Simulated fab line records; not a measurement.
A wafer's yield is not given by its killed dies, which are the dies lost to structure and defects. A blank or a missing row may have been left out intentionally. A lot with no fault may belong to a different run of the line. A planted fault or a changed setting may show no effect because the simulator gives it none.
Struck lot and sound lot, side by side -- flow rit-cmos -- 43 out of 202 route steps
Sound: wafers L914.1, L914.3, L914.5. Wafers struck: L922.1, L922.4, L922.6. The cause comes at the end.
At each step with rows: each side's tool, then ch and its chambers, then its first start. Under that, the readings that differ: sound wafers -- struck wafers -- difference of the means -- sigmas: that difference in standard deviations of wafers without a fault.
alike: words and numbers the same on both sides, and readings whose means are apart by under 2 such deviations; not compared: readings that were withheld, readings missing a value for some wafer, numbers with overlapping values and no deviation given by the record, and bounds like >300 which may hide the same value.
A row with sigmas, a row that says differs or no value, or rows on one side alone: a step with any of these is where the two part. Numbers that don't overlap but have no deviation are shown without sigmas and don't part them. A reading that every wafer of one side lacks parts them only if that side has two wafers or more.

first, 1 step without rows for these wafers: RIT_PRETRO_DEVELOP_05 (develop time 68 s).
RIT_PRETRO_OVL_MEAS_06:
  sound on overlay-01 at day 4 15:28; struck on overlay-01 at day 6 06:16
  alike: PRETRO_OVL
then, 2 steps without rows for these wafers: RIT_PRETRO_HARDBAKE_07 (time 120 s); RIT_PRETRO_IMPLANT_08.
RIT_PRETRO_STRIP_09: strips in O2, time 180 s.
  sound on plasma-asher-02 ch 0,1, day 4 15:53; struck on plasma-asher-04 ch 0, day 6 06:42
  alike: drypump-motor-current-A
  not compared: rf-hours-counter-h
RIT_PRETRO_TW_MEAS_10:
  sound on film-metro-04 at day 4 16:04; struck on film-metro-01 at day 6 06:52
reading,sound,struck,difference,sigmas
PRETRO_TW,471 469 468,479 478 478,+9,+2
then, 5 steps without rows for these wafers: RIT_GATE_WET_ETCH_00 (etches SiO2 in BOE, target depth 56 nm, time 60 s); RIT_GATE_CLEAN_01 (cleans in SC1, time 600 s); RIT_GATE_CLEAN_02 (cleans in dHF, time 30 s); RIT_GATE_CLEAN_03 (cleans in SC2, time 600 s); RIT_GATE_CLEAN_04 (cleans in dHF, time 60 s).
RIT_FOX2_THK_MEAS_91:
  sound on film-metro-04 at day 4 16:32; struck on film-metro-03 at day 6 07:21
reading,sound,struck,difference,sigmas
FIELD_OXIDE_LEFT_2_THK (nm),267 259 259,245 248 250,-14,-2
RIT_GATE_OXIDATION_05: target thk 3 nm, ox time 270 s.
  sound on furnace-03 ch 0, day 4 17:52; struck on furnace-03 ch 0, day 6 08:24
  alike: tube-center-temp-C, tube_center_temp_C_max
then, 1 step without rows for these wafers: RIT_GATE_ANNEAL_06 (time 600 s).
RIT_GATE_THK_MEAS_07:
  sound on film-metro-03 at day 4 20:31; struck on film-metro-04 at day 6 09:43
  alike: GATE_OXIDE_THK
then, 1 step without rows for these wafers: RIT_GATE_CVD_08 (deposits poly-Si from SiH4, target thk 250 nm, time 2220 s).
RIT_GATE_THK_MEAS_09:
  sound on film-metro-04 at day 4 22:11; struck on film-metro-03 at day 6 11:24
  alike: GATE_POLY_THK
then, 6 steps without rows for these wafers: RIT_GATE_HMDS_10 (prime time 60 s); RIT_GATE_COAT_11 (resist thk 850 nm); RIT_GATE_SOFTBAKE_12 (time 60 s); RIT_GATE_EXPOSE_13 (exposes mask M6, target cd 150 nm); RIT_GATE_PEB_14; RIT_GATE_DEVELOP_15 (develop time 47.86 s).
RIT_GATE_CD_MEAS_16 targets a cd of 150 nm.
  sound on cd-sem-01 at day 4 23:13; struck on cd-sem-01 at day 6 12:19
  alike: cd-nm
RIT_GATE_OVL_MEAS_17:
  sound on overlay-01 at day 4 23:20; struck on overlay-01 at day 6 12:26
  alike: GATE_OVL
then, 1 step without rows for these wafers: RIT_GATE_HARDBAKE_18 (time 60 s).
RIT_GATE_ETCH_19: etches poly-Si in SF6/CHF3/O2, stops on SiO2, time 165 s, target depth 312.5 nm.
  sound on rie-si-02 ch 0,2,3, day 4 23:31; struck on rie-si-02 ch 1,3, day 6 12:43
  alike: CHF3_flow_sccm, drypump-motor-current-A, oes-product-au, throttle-valve-pct
  not compared: rf-hours-counter-h
RIT_GATE_STRIP_20: strips in O2, time 180 s.
  sound on plasma-asher-03 ch 0,1, day 4 23:38; struck on plasma-asher-04 ch 0,1, day 6 12:49
  alike: drypump-motor-current-A
  not compared: rf-hours-counter-h
RIT_GATE_CD_MEAS_90 targets a cd of 150 nm.
  sound on cd-sem-01 at day 4 23:49; struck on cd-sem-01 at day 6 12:59
  alike: cd-nm
then, 4 steps without rows for these wafers: RIT_REOX_CLEAN_00 (cleans in SC1, time 600 s); RIT_REOX_CLEAN_01 (cleans in dHF, time 30 s); RIT_REOX_CLEAN_02 (cleans in SC2, time 600 s); RIT_REOX_OXIDATION_03 (target thk 25.2 nm, ox time 5310 s).
RIT_REOX_THK_MEAS_04:
  sound on film-metro-01 at day 5 05:11; struck on film-metro-03 at day 6 16:02
  alike: REOX_OXIDE_THK
then, 6 steps without rows for these wafers: RIT_NLDD_HMDS_00 (prime time 60 s); RIT_NLDD_COAT_01 (resist thk 1000 nm); RIT_NLDD_SOFTBAKE_02 (time 60 s); RIT_NLDD_EXPOSE_03 (exposes mask M7, target cd 40700 nm); RIT_NLDD_PEB_04; RIT_NLDD_DEVELOP_05 (develop time 50 s).
RIT_NLDD_OVL_MEAS_06:
  sound on overlay-02 at day 5 06:05; struck on overlay-01 at day 6 17:05
  alike: NLDD_OVL
then, 1 step without rows for these wafers: RIT_NLDD_HARDBAKE_07 (time 60 s).
RIT_M1_PROBE_99:
  sound on prober-02 at day 5 22:14; struck on prober-02 at day 7 09:01
reading,sound,struck,difference,sigmas
killed-at-front-end,13 6 10,16 22 19,+9,+3
killed-dies,13 6 10,16 22 19,+9,+3
  alike: killed-at-contacts, killed-open, killed-short

WHERE THEY PART
At RIT_PRETRO_TW_MEAS_10 first; at RIT_M1_PROBE_99 last (within this record only).

WHY: what the simulator had put in
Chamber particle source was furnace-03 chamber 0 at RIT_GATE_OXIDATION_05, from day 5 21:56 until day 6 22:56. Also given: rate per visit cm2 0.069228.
